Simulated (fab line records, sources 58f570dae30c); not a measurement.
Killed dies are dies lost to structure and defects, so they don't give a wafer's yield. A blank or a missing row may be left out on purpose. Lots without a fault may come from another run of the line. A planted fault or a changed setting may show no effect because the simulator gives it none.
Problem report in the 8D (eight disciplines) form, filled by code | flow berkeley_cmos170 | the parts of the form that need people (team, actions taken, sign-off) are left out

1. THE PROBLEM
PLDD_TW at UCB170_PLDD_TW_MEAS_11 reads a mean of 1038 on 6 wafers of 2 lots; wafers without a fault read 1006 with a standard deviation of 7.2. That is +4.4 standard deviations from the usual mean.
First seen on wafer L112.1, day 12 00:52, on film_metro-04. The record holds 42 wafers of 14 lots with a number at this step. Rule for "out", or "out of limits": more than 4 standard deviations from the usual mean. The other wafers with a number count as sound.

2. WHAT IT IS AND WHAT IT IS NOT
question                    | is                           | is not
which readings at this step | PLDD_TW                      | -
which lots                  | L111, L112                   | L100, L103, L106, L109, L991, L992, L993, L995, L996, L997, L998, L999
which wafers of those lots  | all that have a number       | -
read on which gauges        | film_metro-02, film_metro-04 | film_metro-01
when                        | from day 12 00:52            | up to then (36 sound wafers)

3. SUSPECTS, AND WHAT RULES EACH OUT
Counting: a tool at a process step up to the reading stays a suspect if it ran every lot that is out and no sound lot after the first of them.
- the gauge at UCB170_PLDD_TW_MEAS_11: ruled out. The wafers that are out were read on 2 gauges (film_metro-02, film_metro-04).
- implanter-02 at UCB170_PLDD_IMPLANT_08: kept. It ran every lot that is out, first L112 (day 12 00:28), and no sound lot after that; its last sound lot up to then is L106 (day 10 19:55). Its own readings are out on those wafers: beam_on_s, end_station_pressure_torr, faraday_current_uA.
Left after counting: implanter-02 at UCB170_PLDD_IMPLANT_08.

4. THE CAUSE (what the simulator had put in)
Process parameter drift: implanter-02, from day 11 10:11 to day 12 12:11, at UCB170_PLDD_IMPLANT_08. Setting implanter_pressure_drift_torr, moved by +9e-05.
Process parameter drift: implanter-02, from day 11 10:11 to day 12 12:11, at UCB170_PLDD_IMPLANT_08. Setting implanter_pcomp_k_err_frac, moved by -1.
Counting left only this tool.

5. THE CHAIN OF EFFECTS, in route order
Each row: a reading whose mean over the struck wafers that have a number lies more than 3 standard deviations from the usual. Only readings for which the record gives a usual standard deviation are gone through. hours: the time from each lot's start at the first step in this table that gives one to its start at this step, as a median over the lots. sigmas: the change in usual standard deviations.
hours | step                       | reading                   | usual        | on struck wafers | change   | sigmas
0     | UCB170_PLDD_IMPLANT_08     | beam_on_s                 | 10.01 s      | 12.04            | +2.03    | +8.8
0     | UCB170_PLDD_IMPLANT_08     | end_station_pressure_torr | 5.1e-06 Torr | 9.5e-05          | +9.0e-05 | +99 or more
0     | UCB170_PLDD_IMPLANT_08     | faraday_current_uA        | 158          | 133              | -25      | -6.9
0     | UCB170_PLDD_TW_MEAS_11     | PLDD_TW                   | 1006         | 1038             | +32      | +4.4
16    | UCB170_SDANNEAL_RS_MEAS_04 | PLDD_RS                   | 1032 ohm/sq  | 950              | -82      | -25
The process steps in it:
- UCB170_PLDD_IMPLANT_08
Later measuring or inspecting steps at which every struck wafer that the step has a row for has a number for every such reading, and none has moved that far: UCB170_NLDD_OVL_MEAS_07.

6. WHAT WOULD HAVE CAUGHT IT SOONER
In this record the first reading out of limits at a measuring or inspecting step was taken at day 12 00:52, 15 hours after the fault began at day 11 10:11.
The tool's own readings at UCB170_PLDD_IMPLANT_08 were out on every struck wafer that the step has a row for (beam_on_s, end_station_pressure_torr, faraday_current_uA): an alarm limit on them would have fired on the first of those.
Of the lots that are out (2), L111 began UCB170_PLDD_IMPLANT_08 on implanter-02 after day 12 00:52. A hold on the tool at that time would have spared it.
